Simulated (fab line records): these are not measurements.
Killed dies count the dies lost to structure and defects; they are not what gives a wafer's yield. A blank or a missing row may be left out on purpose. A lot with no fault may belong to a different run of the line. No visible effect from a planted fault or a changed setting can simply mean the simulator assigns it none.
Matching of chambers / flow berkeley cmos170 / UCB170_GATE_ETCH_14 on rie diel-02 has 4 sister chambers
The step etches BARC in N2/H2. 7 wafers are shown with their chamber, then 7 later ones without.

== WAFERS WITH THEIR CHAMBER ==
wafer=L784.4; chamber=2; throttle valve pct (%)=13.72; oes product au (a.u.)=1.006
wafer=L788.3; chamber=2; throttle valve pct (%)=13.72; oes product au (a.u.)=0.996
wafer=L787.2; chamber=0; throttle valve pct (%)=13.16; oes product au (a.u.)=1.011
wafer=L789.4; chamber=0; throttle valve pct (%)=13.19; oes product au (a.u.)=1.016
wafer=L789.6; chamber=1; throttle valve pct (%)=12.95; oes product au (a.u.)=1.029
wafer=L801.3; chamber=1; throttle valve pct (%)=12.96; oes product au (a.u.)=1.023
wafer=L801.5; chamber=3; throttle valve pct (%)=12.95; oes product au (a.u.)=0.980

== WAFERS MISSING THEIR CHAMBER ==
wafer=L801.6; throttle valve pct (%)=13.74; oes product au (a.u.)=0.985
wafer=L802.2; throttle valve pct (%)=12.95; oes product au (a.u.)=0.976
wafer=L802.4; throttle valve pct (%)=12.94; oes product au (a.u.)=0.975
wafer=L802.6; throttle valve pct (%)=13.73; oes product au (a.u.)=0.999
wafer=L804.3; throttle valve pct (%)=13.75; oes product au (a.u.)=0.991
wafer=L804.4; throttle valve pct (%)=12.96; oes product au (a.u.)=1.036
wafer=L804.5; throttle valve pct (%)=13.74; oes product au (a.u.)=0.995

== CHAMBER TAKEN BY EACH ==
wafer=L801.6; from the rows above=2; in truth=2
wafer=L802.2; from the rows above=3; in truth=3
wafer=L802.4; from the rows above=3; in truth=3
wafer=L802.6; from the rows above=2; in truth=2
wafer=L804.3; from the rows above=2; in truth=2
wafer=L804.4; from the rows above=1; in truth=1
wafer=L804.5; from the rows above=2; in truth=2
Correctly placed: 7 of 7. Left unplaced by these rows: 0. Number placed wrongly: 0.
How it was worked out, from the rows above alone: a wafer's distance from a chamber is the root of the sum, over the readings, of the square of ((its reading less the chamber's mean) divided by the reading's scatter). The wafer belongs to the nearest chamber; if the next one is less than 2 further off, it can't be placed. A chamber's mean is the mean of its shown wafers. The scatter: the root of (the sum of the squares of (reading less its chamber's mean) over the shown wafers, divided by (wafers less chambers)).
